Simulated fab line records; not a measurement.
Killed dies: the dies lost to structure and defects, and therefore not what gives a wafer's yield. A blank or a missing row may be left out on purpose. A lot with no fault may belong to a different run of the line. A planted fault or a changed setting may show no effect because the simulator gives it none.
Chamber matching + flow berkeleyCmos170 + rieSi-01 running UCB170_GATE_ETCH_15: 4 sister chambers
The step etches poly-Si in HBr/Cl2, stops on SiO2, time 56.3 s, target depth 278.2 nm. 4 wafers are shown with their chamber, then 8 later ones without.

## WAFERS WITH THEIR CHAMBER
| wafer  | chamber | drypumpMotorCurrentA (A) |
|--------|---------|--------------------------|
| L666.1 | 3       | 5.0                      |
| L666.4 | 0       | 6.0                      |
| L668.6 | 2       | 5.3                      |
| L673.1 | 1       | 6.6                      |

## WAFERS WITH NO CHAMBER GIVEN
| wafer  | drypumpMotorCurrentA (A) |
|--------|--------------------------|
| L673.2 | 5.3                      |
| L673.5 | 6.6                      |
| L675.2 | 5.3                      |
| L675.3 | 5.1                      |
| L675.6 | 6.6                      |
| L676.2 | 5.3                      |
| L676.4 | 6.6                      |
| L676.6 | 6.6                      |

## THE CHAMBER EACH PASSED THROUGH
| wafer  | from the rows above | in truth |
|--------|---------------------|----------|
| L673.2 | 2                   | 2        |
| L673.5 | 1                   | 1        |
| L675.2 | 2                   | 2        |
| L675.3 | 3                   | 3        |
| L675.6 | 1                   | 1        |
| L676.2 | 2                   | 2        |
| L676.4 | 1                   | 1        |
| L676.6 | 1                   | 1        |
Correctly placed: 8 of 8. Number that these rows cannot place: 0. Wrongly placed: 0.
How it was worked out, from the rows above alone: a wafer's distance from a chamber is the root of the sum, over the readings, of the square of ((its reading less the chamber's mean) divided by the reading's scatter). The wafer belongs to the nearest chamber; if the next one is less than 2 further off, it can't be placed. Each chamber's mean is taken over the wafers shown for it. The scatter: with one shown wafer a chamber, the root of the mean of the squares of how far each hidden wafer lies from its nearest shown one.
